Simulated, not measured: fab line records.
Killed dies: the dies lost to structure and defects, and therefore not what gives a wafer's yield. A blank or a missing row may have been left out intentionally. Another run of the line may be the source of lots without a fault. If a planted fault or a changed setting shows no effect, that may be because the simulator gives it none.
Code-filled problem report in 8D (eight disciplines) form	flow rit-cmos	the parts of the form that need people (team, actions taken, sign-off) are left out

== 1. THE PROBLEM ==
At RIT_NLDD_DEVELOP_05, developer-temp-C averages 23.95 C over 6 wafers from 2 lots, while fault-free wafers read 22.97 C, standard deviation 0.1. Measured from the usual mean, that is +9.8 standard deviations.
The step: develop time 50 s.
First seen on wafer L743.2, day 7 05:00, on litho-track-04. Wafers with a number at this step in the record: 42, from 14 lots. Rule for "out" (also "out of limits"): further than 4 standard deviations from the usual mean. Any other wafer with a number is counted as sound.

== 2. WHAT IT IS, AND WHAT IT ISN'T ==
question	is	is not
which readings at this step	developer-temp-C	chill-plate-temp-C, exhaust-pa
which lots	L743, L748	L727, L728, L729, L731, L732, L733, L735, L736, L738, L742, L745, L749
which wafers of those lots	all that have a number	-
read on which tools	litho-track-04	litho-track-01, litho-track-03
when	from day 7 05:00	up to then (30 sound wafers); but 6 sound wafers of L745, L749 came after

== 3. WHAT RULES OUT EACH SUSPECT ==
Counting: a tool at a process step up to the reading stays a suspect if it ran every lot that is out and no sound lot after the first of them.
- litho-track-04 at RIT_NLDD_DEVELOP_05 (develop time 50 s): kept. All lots that are out passed through it, beginning with L743 at day 7 05:00, and no sound lot followed; its final sound lot before that point was L738 at day 5 10:00. Out on those wafers are its own readings of developer-temp-C.
Left after counting: litho-track-04 at RIT_NLDD_DEVELOP_05.

== 4. THE CAUSE (what the simulator had put in) ==
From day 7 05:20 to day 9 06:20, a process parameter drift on litho-track-04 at RIT_NLDD_DEVELOP_05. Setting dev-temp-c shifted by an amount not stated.
Counting left only this tool.

== 5. THE CHAIN OF EFFECTS, in route order ==
Rows list readings where the struck wafers' mean (over those with a number) sits beyond 3 standard deviations from the usual. Scope: only readings with a usual standard deviation given in the record; hours: median across lots of the time from each lot's start at the first step in this table that gives one to its start at this step; sigmas: change in usual standard deviations.
hours	step	reading	usual	on struck wafers	change	sigmas
0	RIT_NLDD_DEVELOP_05	developer-temp-C	22.97 C	23.95	+0.98	+9.8
Here are the process steps it includes:
- RIT_NLDD_DEVELOP_05: develop time 50 s.

== 6. HOW IT WOULD HAVE BEEN CAUGHT EARLIER ==
In this record the first reading out of limits was taken at day 7 05:00.
